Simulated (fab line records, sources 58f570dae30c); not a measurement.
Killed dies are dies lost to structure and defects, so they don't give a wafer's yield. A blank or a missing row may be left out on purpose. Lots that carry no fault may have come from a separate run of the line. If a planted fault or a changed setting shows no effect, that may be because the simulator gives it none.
Split-lot trial :: flow berkeleyCmos170 :: 23 wafers read from 5 lots, route of 331 steps

## ON THE SPLIT
At UCB170_PFIELD_IMPLANT_07, the setting doseCm2 was moved away from the recipe's 2e+13 on 9 of the 23 wafers read, by -6.4% to +7.5%. The other wafers ran this setting at the recipe's value.

## THE PATH FROM SPLIT TO READING: the file shows 1 step between them
- UCB170_PFIELD_STRIP_08: strips in O2

## THE READING
PFIELD_TW, at UCB170_PFIELD_TW_MEAS_09. Typical for fault-free wafers on this fab line: 599, with standard deviation 6.2.

wafer: L077.1
tool, chamber at the split: implanter-01, 0
doseCm2 as run: 2e+13
against the recipe: recipe
PFIELD_TW: 593
against lot-mates on the recipe: -

wafer: L077.2
tool, chamber at the split: implanter-01, 0
doseCm2 as run: 2e+13
against the recipe: recipe
PFIELD_TW: 591
against lot-mates on the recipe: -

wafer: L077.3
tool, chamber at the split: implanter-01, 0
doseCm2 as run: 2e+13
against the recipe: recipe
PFIELD_TW: 590
against lot-mates on the recipe: -

wafer: L077.5
tool, chamber at the split: implanter-01, 0
doseCm2 as run: 1.924e+13
against the recipe: -3.8%
PFIELD_TW: 584
against lot-mates on the recipe: -7

wafer: L077.6
tool, chamber at the split: implanter-01, 0
doseCm2 as run: 1.924e+13
against the recipe: -3.8%
PFIELD_TW: 582
against lot-mates on the recipe: -9

wafer: L079.1
tool, chamber at the split: implanter-03, 0
doseCm2 as run: 2.15e+13
against the recipe: +7.5%
PFIELD_TW: 618
against lot-mates on the recipe: +14

wafer: L079.2
tool, chamber at the split: implanter-03, 0
doseCm2 as run: 2e+13
against the recipe: recipe
PFIELD_TW: 602
against lot-mates on the recipe: -

wafer: L079.3
tool, chamber at the split: implanter-03, 0
doseCm2 as run: 2e+13
against the recipe: recipe
PFIELD_TW: 605
against lot-mates on the recipe: -

wafer: L079.5
tool, chamber at the split: implanter-03, 0
doseCm2 as run: 2.15e+13
against the recipe: +7.5%
PFIELD_TW: 617
against lot-mates on the recipe: +14

wafer: L079.6
tool, chamber at the split: implanter-03, 0
doseCm2 as run: 2.15e+13
against the recipe: +7.5%
PFIELD_TW: 617
against lot-mates on the recipe: +14

wafer: L080.1
tool, chamber at the split: implanter-01, 0
doseCm2 as run: 2e+13
against the recipe: recipe
PFIELD_TW: 589
against lot-mates on the recipe: -

wafer: L080.2
tool, chamber at the split: implanter-01, 0
doseCm2 as run: 2e+13
against the recipe: recipe
PFIELD_TW: 593
against lot-mates on the recipe: -

wafer: L080.3
tool, chamber at the split: implanter-01, 0
doseCm2 as run: 2.069e+13
against the recipe: +3.4%
PFIELD_TW: 600
against lot-mates on the recipe: +9

wafer: L080.5
tool, chamber at the split: implanter-01, 0
doseCm2 as run: 2e+13
against the recipe: recipe
PFIELD_TW: 592
against lot-mates on the recipe: -

wafer: L080.6
tool, chamber at the split: implanter-01, 0
doseCm2 as run: 2.069e+13
against the recipe: +3.4%
PFIELD_TW: 598
against lot-mates on the recipe: +7

wafer: L085.2
tool, chamber at the split: implanter-02, 0
doseCm2 as run: 2e+13
against the recipe: recipe
PFIELD_TW: 603
against lot-mates on the recipe: -

wafer: L085.5
tool, chamber at the split: implanter-02, 0
doseCm2 as run: 2e+13
against the recipe: recipe
PFIELD_TW: 603
against lot-mates on the recipe: -

wafer: L085.6
tool, chamber at the split: implanter-02, 0
doseCm2 as run: 2e+13
against the recipe: recipe
PFIELD_TW: 608
against lot-mates on the recipe: -

wafer: L084.1
tool, chamber at the split: implanter-01, 0
doseCm2 as run: 2e+13
against the recipe: recipe
PFIELD_TW: 603
against lot-mates on the recipe: -

wafer: L084.3
tool, chamber at the split: implanter-01, 0
doseCm2 as run: 1.872e+13
against the recipe: -6.4%
PFIELD_TW: 589
against lot-mates on the recipe: -16

wafer: L084.4
tool, chamber at the split: implanter-01, 0
doseCm2 as run: 2e+13
against the recipe: recipe
PFIELD_TW: 603
against lot-mates on the recipe: -

wafer: L084.5
tool, chamber at the split: implanter-01, 0
doseCm2 as run: 2e+13
against the recipe: recipe
PFIELD_TW: 608
against lot-mates on the recipe: -

wafer: L084.6
tool, chamber at the split: implanter-01, 0
doseCm2 as run: 1.872e+13
against the recipe: -6.4%
PFIELD_TW: 591
against lot-mates on the recipe: -14

FIT RESULTS
A straight line over all 23 wafers: PFIELD_TW changes by +2.16 for each +1% of doseCm2; r = +0.78; the points scatter about the line by 6.6.
The same after taking each lot's own level away (the mean of its wafers on the recipe; 23 wafers): +2.04 for each +1%; r = +0.97; scatter 1.8.
According to that fit, moving doseCm2 by its largest amount changes the reading by 15.
Measured against the standard deviation above, the lots' own levels, which go from 591.3 to 604.7, span 2.2 times it.
So the lot-to-lot level blurs the effect unless lot-mates are compared.
Check: for one of the wafers moved furthest among these (+7.5%), held out of the fit, the line's prediction against its lot-mates is +15.1. Against them it came out at +14.5.

## THE OTHER SPLITS THESE WAFERS WENT THROUGH
Note: prior to the reading, these wafers also went through further splits. Each is held against what the fit with the lots' levels taken away leaves over:
other split on the same wafers: UCB170_START_OXIDATION_02 oxTimeS
wafers away from the commonest value: 15
r with PFIELD_TW (lot level and that fit taken away): -0.06

other split on the same wafers: UCB170_NWELL_COAT_07 spinRpm
wafers away from the commonest value: 10
r with PFIELD_TW (lot level and that fit taken away): -0.33

other split on the same wafers: UCB170_NWELL_IMPLANT_14 energyKev
wafers away from the commonest value: 9
r with PFIELD_TW (lot level and that fit taken away): -0.28

other split on the same wafers: UCB170_PWELL_CVD_05 tempC
wafers away from the commonest value: 18
r with PFIELD_TW (lot level and that fit taken away): -0.04

other split on the same wafers: UCB170_PWELL_ETCH_14 rfW
wafers away from the commonest value: 6
r with PFIELD_TW (lot level and that fit taken away): +0.22

## FILE'S OWN FIT
PFIELD_TW changes by +2.07 for each +1% of doseCm2, r = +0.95.
